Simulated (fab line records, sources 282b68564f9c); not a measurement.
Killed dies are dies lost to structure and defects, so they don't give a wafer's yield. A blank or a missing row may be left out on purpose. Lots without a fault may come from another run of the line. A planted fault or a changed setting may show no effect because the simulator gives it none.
fab line records | flow rit_cmos
record lots=6 wafers=18 last_day=7
route steps=202 shown PRETRO@72 GATE@75 FOX2@80 REOX@98 NLDD@103 SDANNEAL@155 M1@202
lots that met no fault: from a run of the same line without faults
start_h: hours from the record's first day to the start of the lot's first wafer shown | wait_h: hours since the lot's step before | " the same as in the row above | L1.1+2: a row that stands for several wafers | - no value, or no start given | * or withheld: withheld | < > ~ a bound
route shown NAME@n: a module of which the file shows steps, and the number in the route of the first | usual: mean/standard deviation of fault-free wafers | same: alike in all rows | chamber/n: place in a boat | sites: the reading at each site | _std_site: their standard deviation | _edge_site: outer sites' mean less inner sites' | radius_mm: how far each site lies from the wafer's centre | mask NAME#n: copy n | behind: the tool/chamber that last shaped the wafer | hold: why the lot was held/for how many hours/how that ended | device: the transistor (n, p or np) that didn't switch | end of line: the same wafers' tests at the end of the route | a step without rows: its recipe alone | killed: dies lost to structure and defects at the first sort, not the wafer's yield | map: a wafer's dies, x killed, . not, _ none there
set.NAME: the setting as run; set.NAME@STEP: as run at that earlier step | model.NAME: the simulator's own value behind a step, which no gauge read
lots at some steps of the route; a table a step, a row a wafer
services: from which hour (start_h, from the record's first day; less than 0 if before it) a tool's chamber was out of use, for how many hours, and why
## steps
# step RIT_PRETRO_IMPLANT_08
# recipe species=B energy_kev=45 dose_cm2=1.2e+13 tilt_deg=7
# step RIT_PRETRO_STRIP_09
# recipe chemistry=O2 time_s=180 resist=NOVOLAK platen_temp_c=withheld power_w=500 pressure_mtorr=4000 o2_flow_sccm=4000
# usual drypump_motor_current_A=5.6/0.35
# columns lot.wafer tool chamber start_h wait_h drypump_motor_current_A rf_hours_counter_h
L404.1 plasma_asher-01 0 46.52 0.1 5.5 41
L404.4 " 1 " " 6.2 -
L404.6 " 0 " " 5.5 -
L410.2 plasma_asher-04 1 77.94 0.1 5.3 28
L410.3 " 1 " " 5.3 -
L410.6 " 0 " " 5.5 -
L411.2 plasma_asher-01 1 81.18 0.1 6.2 45
L411.4 " 1 " " 6.2 -
L411.6 " 0 " " 5.6 -
L416.1 plasma_asher-04 1 107.93 0.1 5.2 31
L416.2 " 0 " " 5.4 31
L416.5 " 0 " " 5.5 -
L419.1 plasma_asher-01 1 120.86 0.1 6.2 0
L419.5 " 1 " " 6.2 -
L419.6 " 0 " " 5.5 -
L424.3 plasma_asher-04 0 146.17 0.1 5.5 -
L424.5 " 1 " " 5.3 -
L424.6 " 0 " " 5.5 -
# step RIT_PRETRO_TW_MEAS_10
# usual PRETRO_TW=474.6/3
# columns lot.wafer tool chamber start_h wait_h PRETRO_TW
L404.1 film_metro-01 - 46.69 0.1 480.7
L404.4 " - " " 478.9
L404.6 " - " " 481.1
L410.2 film_metro-04 - 78.13 0.1 474.8
L410.3 " - " " 475.0
L410.6 " - " " 474.4
L411.2 film_metro-04 - 81.37 0.1 474.9
L411.4 " - " " 474.7
L411.6 " - " " 473.5
L416.1 film_metro-02 - 108.11 0.1 470.9
L416.2 " - " " 471.2
L416.5 " - " " 472.3
L419.1 film_metro-04 - 121.04 0.1 476.7
L419.5 " - " " 479.4
L419.6 " - " " 474.3
L424.3 film_metro-04 - 146.31 0.1 473.9
L424.5 " - " " 474.5
L424.6 " - " " 476.7
# step RIT_GATE_WET_ETCH_00
# recipe chemistry=BOE target=SiO2 target_depth_nm=56 time_s=60 dry=n2_spin dilution=10:1 temp_c=21.5
# step RIT_GATE_CLEAN_01
# recipe chemistry=SC1 mix=3:3:50 time_s=600 temp_c=75
# step RIT_GATE_CLEAN_02
# recipe chemistry=dHF dilution=50:1 time_s=30
# step RIT_GATE_CLEAN_03
# recipe chemistry=SC2 mix=3:3:50 time_s=600 temp_c=75 dry=n2_spin
# step RIT_GATE_CLEAN_04
# recipe chemistry=dHF dilution=50:1 time_s=60 dry=n2_spin
# step RIT_FOX2_THK_MEAS_91
# recipe reads=SiO2_of_FOX2_OXIDATION_00
# usual FIELD_OXIDE_LEFT_2_THK=254/6.2
# columns lot.wafer tool chamber start_h wait_h FIELD_OXIDE_LEFT_2_THK[nm]
L404.1 film_metro-02 - 47.21 0.0 263
L404.4 " - " " 259
L404.6 " - " " 263
L410.2 film_metro-01 - 78.61 0.0 246
L410.3 " - " " 244
L410.6 " - " " 243
L411.2 film_metro-02 - 81.88 0.0 254
L411.4 " - " " 262
L411.6 " - " " 255
L416.1 film_metro-01 - 108.59 0.0 258
L416.2 " - " " 257
L416.5 " - " " 257
L419.1 film_metro-03 - 121.51 0.0 265
L419.5 " - " " 269
L419.6 " - " " 263
L424.3 film_metro-03 - 146.79 0.0 252
L424.5 " - " " 251
L424.6 " - " " 255
# step RIT_GATE_OXIDATION_05
# recipe temp_c=900 ambient=O2 target_thk_a=30 ox_time_s=270
# step RIT_GATE_ANNEAL_06
# recipe temp_c=900 time_s=600 ambient=N2O
# step RIT_GATE_THK_MEAS_07
# recipe reads=SiO2_of_GATE_OXIDATION_05
# usual GATE_OXIDE_THK=3.01/0.056
# columns lot.wafer tool chamber start_h wait_h GATE_OXIDE_THK[nm]
L404.1 film_metro-03 - 48.60 0.0 2.99
L404.4 " - " " 2.90
L404.6 " - " " 3.00
L410.2 film_metro-02 - 80.00 0.0 3.04
L410.3 " - " " 3.03
L410.6 " - " " 3.07
L411.2 film_metro-03 - 83.31 0.0 2.94
L411.4 " - " " 3.02
L411.6 " - " " 3.02
L416.1 film_metro-02 - 109.97 0.0 2.93
L416.2 " - " " 2.84
L416.5 " - " " 2.97
L419.1 film_metro-02 - 123.38 0.0 3.11
L419.5 " - " " 3.07
L419.6 " - " " 3.07
L424.3 film_metro-02 - 148.25 0.0 3.14
L424.5 " - " " 3.02
L424.6 " - " " 3.01
# step RIT_GATE_CVD_08
# recipe material=poly-Si target_thk_nm=250 temp_c=610 precursor=SiH4 time_s=2220 pressure_mtorr=300 sih4_flow_sccm=100
# usual pressure_mtorr=300.1/0.6
# columns lot.wafer tool chamber start_h wait_h pressure_mtorr model.poly-Si_of_GATE_CVD_08.thk_nm
L404.1 lpcvd-01 1 48.66 0.1 300.8 247.7
L404.4 " 1 " " 300.4 249.9
L404.6 " 1 " " 299.3 248.7
L410.2 lpcvd-02 1 80.05 0.0 299.2 283.4
L410.3 " 1 " " 299.5 283.6
L410.6 " 1 " " 299.0 283.7
L411.2 lpcvd-02 1 83.36 0.0 300.1 282.6
L411.4 " 1 " " 301.3 284.8
L411.6 " 1 " " 299.7 285.6
L416.1 lpcvd-02 0 110.03 0.1 300.2 249.6
L416.2 " 0 " " 300.3 247.4
L416.5 " 0 " " 301.0 248.2
L419.1 lpcvd-01 1 123.44 0.1 301.1 255.4
L419.5 " 1 " " 299.7 253.8
L419.6 " 1 " " 299.8 254.4
L424.3 lpcvd-01 1 148.53 0.3 301.5 251.3
L424.5 " 1 " " 300.8 249.4
L424.6 " 1 " " 300.3 250.8
# step RIT_GATE_THK_MEAS_09
# recipe reads=poly-Si_of_GATE_CVD_08
# usual GATE_POLY_THK=250.9/2.1
# columns lot.wafer tool chamber start_h wait_h GATE_POLY_THK[nm]
L404.1 film_metro-03 - 50.27 0.0 247.5
L404.4 " - " " 249.7
L404.6 " - " " 248.6
L410.2 film_metro-03 - 81.68 0.0 283.6
L410.3 " - " " 283.7
L410.6 " - " " 283.9
L411.2 film_metro-02 - 84.99 0.0 282.6
L411.4 " - " " 285.0
L411.6 " - " " 285.4
L416.1 film_metro-03 - 111.65 0.0 249.7
L416.2 " - " " 247.4
L416.5 " - " " 248.2
L419.1 film_metro-02 - 125.06 0.0 255.5
L419.5 " - " " 254.0
L419.6 " - " " 254.4
L424.3 film_metro-02 - 150.17 0.0 251.3
L424.5 " - " " 249.6
L424.6 " - " " 250.9
# step RIT_GATE_HMDS_10
# recipe prime_time_s=60 prime_temp_c=140
# step RIT_GATE_COAT_11
# recipe resist=NOVOLAK spin_rpm=4250 resist_thk_nm=850
# step RIT_GATE_SOFTBAKE_12
# recipe resist=NOVOLAK temp_c=90 time_s=60
# step RIT_GATE_EXPOSE_13
# recipe mask_id=M6 na=0.6 source_shape=conventional sigma_outer=0.6 target_cd_nm=150 dose_mj=380
# step RIT_GATE_PEB_14
# recipe resist=NOVOLAK temp_c=withheld time_s=withheld
# step RIT_GATE_DEVELOP_15
# recipe resist=NOVOLAK develop_time_s=50 dev_temp_c=23
# step RIT_GATE_CD_MEAS_16
# recipe target_cd_nm=150
# usual cd_nm=150.6/2.6
# columns lot.wafer tool chamber start_h wait_h cd_nm
L404.1 cd_sem-01 - 51.18 - 154.3
L404.4 " - " " 151.1
L404.6 " - " " 152.0
L410.2 cd_sem-01 - 82.76 - 150.3
L410.3 " - " " 152.6
L410.6 " - " " 151.5
L411.2 cd_sem-01 - 87.69 - 152.1
L411.4 " - " " 154.0
L411.6 " - " " 149.0
L416.1 cd_sem-01 - 112.68 - 151.1
L416.2 " - " " 152.6
L416.5 " - " " 151.1
L419.1 cd_sem-02 - 126.09 - 153.9
L419.5 " - " " 153.9
L419.6 " - " " 154.9
L424.3 cd_sem-02 - 151.22 - 154.9
L424.5 " - " " 152.6
L424.6 " - " " 152.7
# step RIT_GATE_OVL_MEAS_17
# usual GATE_OVL=-1.9/1.5
# columns lot.wafer tool chamber start_h wait_h GATE_OVL[nm]
L404.1 overlay-02 - 51.30 0.1 -0.9
L404.4 " - " " -1.6
L404.6 " - " " -0.8
L410.2 overlay-01 - 82.87 0.1 -1.0
L410.3 " - " " -1.9
L410.6 " - " " 1.3
L411.2 overlay-01 - 87.80 0.1 0.0
L411.4 " - " " -0.8
L411.6 " - " " 0.1
L416.1 overlay-01 - 112.80 0.1 -1.7
L416.2 " - " " -3.3
L416.5 " - " " -0.6
L419.1 overlay-01 - 126.21 0.1 -1.6
L419.5 " - " " -2.7
L419.6 " - " " -0.5
L424.3 overlay-02 - 151.31 0.1 -2.1
L424.5 " - " " -4.4
L424.6 " - " " -3.2
# step RIT_GATE_HARDBAKE_18
# recipe resist=NOVOLAK temp_c=140 time_s=60
# step RIT_GATE_ETCH_19
# recipe chemistry=SF6/CHF3/O2 time_s=165 SF6_flow_sccm=30 CHF3_flow_sccm=30 O2_flow_sccm=5 target=poly-Si pressure_mtorr=40 rf_w=160 target_depth_a=3125 over_etch_frac=0.25 stop_on=SiO2
# usual drypump_motor_current_A=5.6/0.55 he_backside_leak_sccm=2.75/0.26 oes_product_au=0.852/0.0098 throttle_valve_pct=10.22/0.16
# columns lot.wafer tool chamber start_h wait_h drypump_motor_current_A he_backside_leak_sccm oes_product_au rf_hours_counter_h throttle_valve_pct model.GATE.feature_depth_nm model.etch.depth_nm
L404.1 rie_si-02 0 51.49 0.1 6.0 2.71 0.853 107 10.15 247.7 247.7
L404.4 " 1 " " 4.8 2.72 0.846 74 10.26 249.9 249.9
L404.6 " 1 " " 4.8 2.84 0.841 - 10.26 248.7 248.7
L410.2 rie_si-02 3 83.05 0.1 5.1 5.29 0.935 152 10.12 283.4 283.4
L410.3 " 1 " " 4.8 2.53 0.930 75 10.27 283.7 283.6
L410.6 " 1 " " 4.8 2.78 0.924 - 10.26 283.7 283.7
L411.2 rie_si-01 3 87.98 0.1 6.3 2.82 0.932 5 10.03 282.6 282.6
L411.4 " 0 " " 6.0 2.51 0.945 - 10.34 284.8 284.8
L411.6 " 1 " " 5.8 2.59 0.927 - 10.59 285.6 285.6
L416.1 rie_si-02 1 112.99 0.1 4.8 2.79 0.850 75 10.26 249.6 249.6
L416.2 " 2 " " 4.9 3.02 0.847 90 10.18 247.4 247.4
L416.5 " 1 " " 4.8 2.79 0.850 - 10.26 248.2 248.2
L419.1 rie_si-01 3 126.40 0.1 6.4 2.71 0.856 6 10.03 255.4 255.4
L419.5 " 3 " " 6.3 2.75 0.850 - 10.05 253.8 253.8
L419.6 " 2 " " 5.5 2.81 0.845 - 10.08 254.4 254.4
L424.3 rie_si-02 0 151.49 0.1 6.0 2.50 0.853 108 10.14 251.3 251.3
L424.5 " 2 " " 4.9 2.92 0.846 - 10.18 249.4 249.4
L424.6 " 1 " " 4.8 2.82 0.841 - 10.26 250.8 250.8
# step RIT_GATE_STRIP_20
# recipe chemistry=O2 time_s=180 resist=NOVOLAK platen_temp_c=withheld power_w=500 pressure_mtorr=4000 o2_flow_sccm=4000
# usual drypump_motor_current_A=5.6/0.39
# columns lot.wafer tool chamber start_h wait_h drypump_motor_current_A rf_hours_counter_h
L404.1 plasma_asher-01 1 51.60 0.1 6.2 41
L404.4 " 0 " " 5.5 -
L404.6 " 0 " " 5.5 -
L410.2 plasma_asher-03 1 83.16 0.1 5.1 46
L410.3 " 1 " " 5.1 -
L410.6 " 1 " " 5.1 -
L411.2 plasma_asher-03 1 88.09 0.1 5.1 46
L411.4 " 0 " " 5.4 -
L411.6 " 0 " " 5.4 -
L416.1 plasma_asher-02 0 113.10 0.1 6.1 46
L416.2 " 1 " " 5.5 46
L416.5 " 0 " " 6.1 -
L419.1 plasma_asher-03 0 126.50 0.1 5.4 51
L419.5 " 1 " " 5.1 -
L419.6 " 0 " " 5.4 -
L424.3 plasma_asher-03 1 151.65 0.1 5.0 -
L424.5 " 1 " " 5.1 -
L424.6 " 0 " " 5.4 -
# step RIT_GATE_CD_MEAS_90
# recipe target_cd_nm=150
# usual cd_nm=150.6/2.6
# columns lot.wafer tool chamber start_h wait_h cd_nm
L404.1 cd_sem-01 - 51.77 0.1 154.0
L404.4 " - " " 151.3
L404.6 " - " " 152.0
L410.2 cd_sem-02 - 83.35 0.1 150.5
L410.3 " - " " 152.9
L410.6 " - " " 151.6
L411.2 cd_sem-02 - 88.28 0.1 151.5
L411.4 " - " " 153.3
L411.6 " - " " 148.9
L416.1 cd_sem-02 - 113.27 0.1 150.7
L416.2 " - " " 152.5
L416.5 " - " " 150.6
L419.1 cd_sem-01 - 126.68 0.1 154.1
L419.5 " - " " 153.8
L419.6 " - " " 154.2
L424.3 cd_sem-01 - 151.81 0.1 155.1
L424.5 " - " " 152.2
L424.6 " - " " 152.5
# step RIT_REOX_CLEAN_00
# recipe chemistry=SC1 mix=3:3:50 time_s=600 temp_c=75
# step RIT_REOX_CLEAN_01
# recipe chemistry=dHF dilution=50:1 time_s=30
# step RIT_REOX_CLEAN_02
# recipe chemistry=SC2 mix=3:3:50 time_s=600 temp_c=75 dry=n2_spin
# step RIT_REOX_OXIDATION_03
# recipe temp_c=900 ambient=O2 target_thk_a=252 ox_time_s=5580
# step RIT_REOX_THK_MEAS_04
# recipe reads=SiO2_of_REOX_OXIDATION_03
# usual REOX_OXIDE_THK=25.0/0.51
# columns lot.wafer tool chamber start_h wait_h REOX_OXIDE_THK[nm]
L404.1 film_metro-02 - 55.02 0.0 25.1
L404.4 " - " " 25.2
L404.6 " - " " 25.3
L410.2 film_metro-02 - 86.41 0.0 24.6
L410.3 " - " " 25.1
L410.6 " - " " 24.5
L411.2 film_metro-04 - 91.70 0.0 24.8
L411.4 " - " " 25.3
L411.6 " - " " 25.4
L416.1 film_metro-03 - 116.34 0.0 25.4
L416.2 " - " " 24.9
L416.5 " - " " 25.1
L419.1 film_metro-02 - 130.03 0.0 24.0
L419.5 " - " " 23.7
L419.6 " - " " 23.5
L424.3 film_metro-03 - 155.39 0.0 24.9
L424.5 " - " " 25.0
L424.6 " - " " 24.7
# step RIT_NLDD_HMDS_00
# recipe prime_time_s=60 prime_temp_c=140
# step RIT_NLDD_COAT_01
# recipe resist=NOVOLAK spin_rpm=3250 resist_thk_nm=1000
# step RIT_NLDD_SOFTBAKE_02
# recipe resist=NOVOLAK temp_c=90 time_s=60
# step RIT_NLDD_EXPOSE_03
# recipe mask_id=M7 na=0.57 target_cd_nm=40700 dose_mj=250
# step RIT_NLDD_PEB_04
# recipe resist=NOVOLAK temp_c=withheld time_s=withheld
# step RIT_NLDD_DEVELOP_05
# recipe resist=NOVOLAK develop_time_s=50 dev_temp_c=23
# step RIT_NLDD_OVL_MEAS_06
# usual NLDD_OVL=0.2/1.5
# columns lot.wafer tool chamber start_h wait_h NLDD_OVL[nm]
L404.1 overlay-01 - 55.93 - 0.4
L404.4 " - " " -0.4
L404.6 " - " " -1.7
L410.2 overlay-01 - 87.32 - 3.0
L410.3 " - " " 3.5
L410.6 " - " " 0.9
L411.2 overlay-01 - 92.73 - 0.9
L411.4 " - " " 0.5
L411.6 " - " " 0.1
L416.1 overlay-01 - 117.25 - -1.2
L416.2 " - " " -0.5
L416.5 " - " " -0.5
L419.1 overlay-01 - 130.94 - 0.7
L419.5 " - " " 0.1
L419.6 " - " " 0.9
L424.3 overlay-01 - 156.54 - 3.5
L424.5 " - " " 1.5
L424.6 " - " " 1.8
# step RIT_NLDD_HARDBAKE_07
# recipe resist=NOVOLAK temp_c=140 time_s=60
# step RIT_NLDD_IMPLANT_08
# recipe species=P energy_kev=20 dose_cm2=5e+14 tilt_deg=7
# step RIT_NLDD_STRIP_09
# recipe chemistry=O2 time_s=180 resist=NOVOLAK platen_temp_c=withheld power_w=500 pressure_mtorr=4000 o2_flow_sccm=4000
# usual drypump_motor_current_A=5.5/0.35
# columns lot.wafer tool chamber start_h wait_h drypump_motor_current_A rf_hours_counter_h
L404.1 plasma_asher-04 1 56.26 0.1 5.3 25
L404.4 " 1 " " 5.2 -
L404.6 " 1 " " 5.2 -
L410.2 plasma_asher-01 0 87.65 0.1 5.5 45
L410.3 " 0 " " 5.5 -
L410.6 " 0 " " 5.5 -
L411.2 plasma_asher-04 0 93.06 0.1 5.5 29
L411.4 " 1 " " 5.2 -
L411.6 " 1 " " 5.2 -
L416.1 plasma_asher-04 1 117.59 0.1 5.2 33
L416.2 " 0 " " 5.5 33
L416.5 " 0 " " 5.5 -
L419.1 plasma_asher-01 1 131.27 0.1 6.2 1
L419.5 " 0 " " 5.5 -
L419.6 " 1 " " 6.2 -
L424.3 plasma_asher-04 0 156.92 0.1 5.5 -
L424.5 " 0 " " 5.5 -
L424.6 " 1 " " 5.2 -
# step RIT_NLDD_TW_MEAS_10
# usual NLDD_TW=2487/14
# columns lot.wafer tool chamber start_h wait_h NLDD_TW
L404.1 film_metro-04 - 56.44 0.1 2497
L404.4 " - " " 2508
L404.6 " - " " 2516
L410.2 film_metro-03 - 87.83 0.1 2480
L410.3 " - " " 2457
L410.6 " - " " 2457
L411.2 film_metro-04 - 93.24 0.1 2510
L411.4 " - " " 2483
L411.6 " - " " 2510
L416.1 film_metro-03 - 117.76 0.1 2474
L416.2 " - " " 2460
L416.5 " - " " 2475
L419.1 film_metro-03 - 131.45 0.1 2468
L419.5 " - " " 2466
L419.6 " - " " 2473
L424.3 film_metro-03 - 157.06 0.1 2476
L424.5 " - " " 2472
L424.6 " - " " 2481
# step RIT_SDANNEAL_CLEAN_02
# recipe chemistry=SC2 mix=3:3:50 time_s=600 temp_c=75 dry=n2_spin
# usual bath_guard_temp_C=75.2/0.53 temp_c=75.02/0.12
# columns lot.wafer tool chamber start_h wait_h bath_guard_temp_C temp_c model.poly-Si_of_GATE_CVD_08.thk_nm
L404.1 wet_bench-01 1 63.71 0.0 75.0 75.09 161.3
L404.4 " 1 " " 75.5 75.22 162.6
L404.6 " 1 " " 75.6 75.12 163
L410.2 wet_bench-01 2 95.09 0.0 75.2 75.05 195.5
L410.3 " 2 " " 75.2 75.11 198.4
L410.6 " 2 " " 75.3 75.12 197.7
L411.2 wet_bench-04 0 100.65 0.0 74.0 74.91 199
L411.4 " 0 " " 74.1 75.16 199.1
L411.6 " 0 " " 74.2 74.84 199
L416.1 wet_bench-04 3 125.20 0.0 74.9 75.25 160.6
L416.2 " 3 " " 75.3 75.08 161.1
L416.5 " 3 " " 75.2 75.17 160.5
L419.1 wet_bench-01 3 138.81 0.0 75.2 74.99 169.8
L419.5 " 3 " " 75.1 75.05 167.4
L419.6 " 3 " " 75.0 75.06 167
L424.3 wet_bench-04 2 164.42 0.0 75.4 75.17 165.3
L424.5 " 2 " " 75.5 75.22 163
L424.6 " 2 " " 74.9 75.04 163.4
# step RIT_M1_PROBE_99
# usual killed_at_front_end=7/3.1 killed_dies=7/3.1 killed_open=3.3/1.9 killed_short=3.3/2
# same gross_dies=264 killed_at_M0_to_M3=0 killed_at_M4_up=0 killed_at_back_side=0 killed_at_contacts=0 killed_at_other=0
# columns lot.wafer tool chamber start_h wait_h killed_at_front_end killed_dies killed_open killed_short model.etest.pmos_turned.r_on_ohm_um model.etest.nmos_turned.drive_ua_um model.etest.pmos_turned.drive_ua_um model.etest.nmos_narrow.drive_ua_um model.etest.nmos_0p3.drive_ua_um model.etest.poly_comb_over_steps.leak_log10_a_um model.etest.ppoly_line.rs_ohm_sq model.etest.nmos_0p15.tox_inv_nm
L404.1 prober-01 - 71.26 0.1 5 5 0 5 3491 320.6 187.1 223.7 224.5 -12.88 16.39 4.441
L404.4 prober-01 - 71.41 0.2 17 17 9 8 3495 322.1 190.5 229.2 229.8 -12.65 16.4 4.396
L404.6 prober-01 - 71.51 0.2 14 14 6 8 3443 319.5 187.8 221.9 224.4 -12.76 16.3 4.498
L410.2 prober-01 - 103.44 0.1 8 8 6 2 3663 284.1 172.3 219.7 218.6 -5.445 16.48 4.561
L410.3 prober-01 - 103.49 0.2 4 4 2 2 3793 272 164.2 220.4 217.3 -10.39 16.17 4.711
L410.6 prober-01 - 103.64 0.2 3 3 1 2 3624 285.5 174.6 221.8 216.9 -9.746 16.18 4.598
L411.2 prober-01 - 108.65 0.1 6 6 4 2 3747 292.4 162.6 222.4 221.4 -7.723 16.32 4.666
L411.4 prober-01 - 108.75 0.2 4 4 3 1 4006 276.6 149.4 216 217.6 -8.495 16.31 4.669
L411.6 prober-01 - 108.85 0.2 4 4 2 2 3936 275.9 150.9 218.5 218.2 -6.662 16.32 4.628
L416.1 prober-01 - 133.05 0.1 0 0 0 0 3603 323.8 186 225.3 226.3 -12.81 16.42 4.341
L416.2 prober-01 - 133.10 0.1 3 3 2 1 3396 344.5 197 235.4 234 -12.78 16.47 4.365
L416.5 prober-01 - 133.25 0.2 6 6 3 3 3463 333 190.7 222.9 226 -12.84 16.56 4.413
L419.1 prober-01 - 147.02 0.1 9 9 5 4 3422 306.4 190.6 208.1 209.2 -12.7 16.52 4.593
L419.5 prober-01 - 147.22 0.2 6 6 4 2 3384 318.8 196.9 211.8 214.6 -12.83 16.35 4.51
L419.6 prober-01 - 147.27 0.2 6 6 2 4 3414 316.7 194.9 209.6 213.9 -12.85 16.53 4.487
L424.3 prober-01 - 172.17 0.2 9 9 7 2 3615 314.9 179.2 219.2 218.3 -12.87 16.29 4.535
L424.5 prober-01 - 172.27 0.2 8 8 3 5 3460 324.9 188.3 224.9 223.5 -12.63 16.36 4.476
L424.6 prober-01 - 172.32 0.2 7 7 3 4 3459 325.4 190.2 225.5 224.7 -12.87 16.43 4.484
# killed by level:class
L404.1 FOX2:geometric_particle:short=2 GATE:geometric_particle:short=2 SILICIDE:geometric_particle:short=1
L404.4 GATE:geometric_particle:open=6 GATE:geometric_particle:short=3 FOX2:geometric_particle:short=2 SPACER:geometric_particle:short=2 FOX1:geometric_particle:short=1 FOX1:geometric_particle:open=1 FOX2:geometric_particle:open=1 SPACER:geometric_particle:open=1
L404.6 SILICIDE:geometric_particle:open=3 FOX2:geometric_particle:short=2 FOX2:geometric_particle:open=2 REOX:geometric_particle:short=2 SPACER:geometric_particle:short=2 FOX1:geometric_particle:short=1 FOX1:geometric_particle:open=1 SILICIDE:geometric_particle:short=1
L410.2 GATE:geometric_particle:open=3 FOX1:geometric_particle:short=1 FOX1:geometric_particle:open=1 REOX:geometric_particle:open=1 SPACER:geometric_particle:open=1 SILICIDE:geometric_particle:short=1
L410.3 GATE:geometric_particle:short=2 FOX1:geometric_particle:open=1 FOX2:geometric_particle:open=1
L410.6 SPACER:geometric_particle:short=2 REOX:geometric_particle:open=1
L411.2 REOX:geometric_particle:open=3 GATE:geometric_particle:short=1 REOX:geometric_particle:short=1 SILICIDE:geometric_particle:open=1
L411.4 FOX1:geometric_particle:open=2 FOX1:geometric_particle:short=1 REOX:geometric_particle:open=1
L411.6 FOX1:geometric_particle:open=1 GATE:geometric_particle:open=1 GATE:geometric_particle:short=1 REOX:geometric_particle:short=1
L416.1
L416.2 REOX:geometric_particle:short=1 REOX:geometric_particle:open=1 SPACER:geometric_particle:open=1
L416.5 GATE:geometric_particle:short=2 FOX1:geometric_particle:open=1 FOX2:geometric_particle:open=1 GATE:geometric_particle:open=1 REOX:geometric_particle:short=1
L419.1 REOX:geometric_particle:open=2 FOX1:geometric_particle:open=1 FOX1:geometric_particle:short=1 GATE:geometric_particle:short=1 GATE:geometric_particle:open=1 REOX:geometric_particle:short=1 SPACER:geometric_particle:short=1 SILICIDE:geometric_particle:open=1
L419.5 FOX1:geometric_particle:open=1 FOX2:geometric_particle:open=1 REOX:geometric_particle:short=1 REOX:geometric_particle:open=1 SPACER:geometric_particle:short=1 SILICIDE:geometric_particle:open=1
L419.6 GATE:geometric_particle:short=2 REOX:geometric_particle:short=1 REOX:geometric_particle:open=1 SPACER:geometric_particle:open=1 SILICIDE:geometric_particle:short=1
L424.3 SPACER:geometric_particle:open=3 SILICIDE:geometric_particle:open=2 GATE:geometric_particle:open=1 REOX:geometric_particle:open=1 SPACER:geometric_particle:short=1 SILICIDE:geometric_particle:short=1
L424.5 SPACER:geometric_particle:short=3 FOX2:geometric_particle:open=1 GATE:geometric_particle:open=1 GATE:geometric_particle:short=1 REOX:geometric_particle:short=1 SPACER:geometric_particle:open=1
L424.6 SILICIDE:geometric_particle:open=2 GATE:geometric_particle:short=1 REOX:geometric_particle:short=1 SPACER:geometric_particle:open=1 SPACER:geometric_particle:short=1 SILICIDE:geometric_particle:short=1
## services
# columns tool chamber start_h hours kind
plasma_asher-04 - 30.02 10.5 repair
rie_si-02 - 35.02 5.7 repair
plasma_asher-01 - 48.14 0.6 repair
rie_si-01 0 69.67 1.0 repair
rie_si-01 2 72.97 - clean
rie_si-01 2 72.97 15.1 scheduled_down
rie_si-01 2 72.97 15.1 vent_cycle
rie_si-02 - 97.23 3.2 repair
rie_si-02 3 100.44 - clean
rie_si-02 3 100.44 14.8 scheduled_down
rie_si-02 3 100.44 14.8 vent_cycle
plasma_asher-01 - 108.75 9.0 pm
plasma_asher-01 0 108.75 9.0 vent_cycle
plasma_asher-01 1 108.75 9.0 vent_cycle
plasma_asher-01 - 111.80 4.2 repair
rie_si-01 1 115.55 1.1 repair
plasma_asher-01 0 117.75 - clean
plasma_asher-01 1 117.75 - clean
rie_si-02 2 136.99 3.4 repair
## key
first_sign step=RIT_GATE_THK_MEAS_09 reading=GATE_POLY_THK direction=up sigmas=16 usual=250.9 struck=284.0
effect step=RIT_GATE_ETCH_19 reading=oes_product_au direction=up sigmas=8.2 usual=0.852 struck=0.932
model_effect step=RIT_GATE_CVD_08 value=poly-Si_of_GATE_CVD_08.thk_nm without=251 struck=284
model_effect step=RIT_GATE_ETCH_19 value=GATE.feature_depth_nm without=251 struck=284
model_effect step=RIT_SDANNEAL_CLEAN_02 value=poly-Si_of_GATE_CVD_08.thk_nm without=165.2 struck=198.1
model_effect step=RIT_M1_PROBE_99 value=etest.pmos_turned.r_on_ohm_um without=3488 struck=3795
met_at RIT_GATE_CVD_08
struck_wafers L410.2,L410.3,L410.6,L411.2,L411.4,L411.6
tester_left_out L410,L411
fault kind=process_parameter_drift tool=lpcvd-02 chamber=1 onset_h=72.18 steps=RIT_GATE_CVD_08 channel=target_thk_nm offset=32.932 shape=step end_h=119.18 acts_in=these_recipes_only stated=250
# tester_left_out: of these lots the tester's yield and bins aren't shown, on N5 and GAA mostly nor the transistor test; their killed dies are dies lost to structure and defects alone, not to doping, threshold or leakage, so they don't give the yield
